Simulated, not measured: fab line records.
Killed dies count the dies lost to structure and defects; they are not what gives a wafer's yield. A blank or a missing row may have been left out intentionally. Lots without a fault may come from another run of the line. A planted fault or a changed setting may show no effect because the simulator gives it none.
Which tool did it?    flow berkeley_cmos170    7 lots, 21 wafers sampled, at 4 steps of a route of 331

WHAT THE GAUGES SHOWED, per wafer
UCB170_M1_RS_MEAS_01: measures by four-point-probe.
lot   measured      on             M1_AL_RS (ohm/sq)
L296  day 8 19:16   film_metro-02  0.0482 0.0482 0.0487
L304  day 10 12:35  film_metro-01  0.0485 0.0482 0.0485
L308  day 11 04:43  film_metro-01  0.0490 0.0414 0.0484
L311  day 11 07:29  film_metro-01  0.0493 0.0491 0.0495
L312  day 11 18:51  film_metro-01  0.0485 0.0484 0.0483
L314  day 11 19:26  film_metro-03  0.0489 0.0494 0.0490
L318  day 12 17:44  film_metro-03  0.0485 0.0484 0.0490

TOOL THAT RAN EACH LOT (tool first, then ch and the chambers of the sampled wafers, then the start)
lot   UCB170_GATE_STRIP_16                  UCB170_SDANNEAL_RTA_00            UCB170_M1_SPUTTER_00
L296  plasma_asher-01 ch 0,1, day 7 20:55   rtp_anneal-01 ch 0, day 8 13:31   pvd_sputter-04, day 8 19:10
L304  plasma_asher-03 ch 1, day 9 05:34     rtp_anneal-02 ch 0, day 10 03:50  pvd_sputter-03, day 10 12:31
L308  plasma_asher-04 ch 0,1, day 10 02:19  rtp_anneal-02 ch 0, day 10 20:49  pvd_sputter-04, day 11 04:40
L311  plasma_asher-01 ch 0,1, day 10 02:56  rtp_anneal-01 ch 0, day 10 22:16  pvd_sputter-03, day 11 07:24
L312  plasma_asher-03 ch 0,1, day 10 16:48  rtp_anneal-02 ch 0, day 11 09:47  pvd_sputter-03, day 11 18:47
L314  plasma_asher-03 ch 0,1, day 10 17:46  rtp_anneal-02 ch 0, day 11 10:35  pvd_sputter-01, day 11 19:20
L318  plasma_asher-04 ch 0,1, day 11 20:10  rtp_anneal-01 ch 0, day 12 12:15  pvd_sputter-01, day 12 17:38
- UCB170_GATE_STRIP_16: strips in O2.
- UCB170_SDANNEAL_RTA_00: time 10 s.
- UCB170_M1_SPUTTER_00: material Al, target thk 600 nm, time 80 s.

THE ANSWER, worked out from the rows above alone
Rule: what is usual is taken from the lots themselves. Put in order of their means at a reading, lots are off if they are a third of the lots or fewer, leave a main group of 4 or more, and stand apart from it by a gap of 3 or more times the standard deviation of the main group's means; of several such gaps the widest counts. If all means in a main group match to the digits the tables above print for the reading, that group is not used. Also off: a lot with no number at a reading for which 4 or more lots have one. Where the step has rows for the other lots, those lots are counted as sound.
Off: L308, at UCB170_M1_RS_MEAS_01 (M1_AL_RS). Mean 0.0487 ohm/sq and standard deviation 0.00037 in the main group.
A tool fits if, at a process step before that reading, it ran every lot that is off, and no sound lot after the first of them. Gauges at UCB170_M1_RS_MEAS_01: tried the same way as those tools. One fits: UCB170_M1_SPUTTER_00 on pvd_sputter-04. A fault onset in the window from L296 (day 8 19:10, its last sound lot) to L308 (day 11 04:40, its first lot off) fits.

WHAT WAS PUT IN BY THE SIMULATOR
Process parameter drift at UCB170_M1_SPUTTER_00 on pvd_sputter-04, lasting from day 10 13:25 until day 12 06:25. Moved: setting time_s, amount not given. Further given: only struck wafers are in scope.
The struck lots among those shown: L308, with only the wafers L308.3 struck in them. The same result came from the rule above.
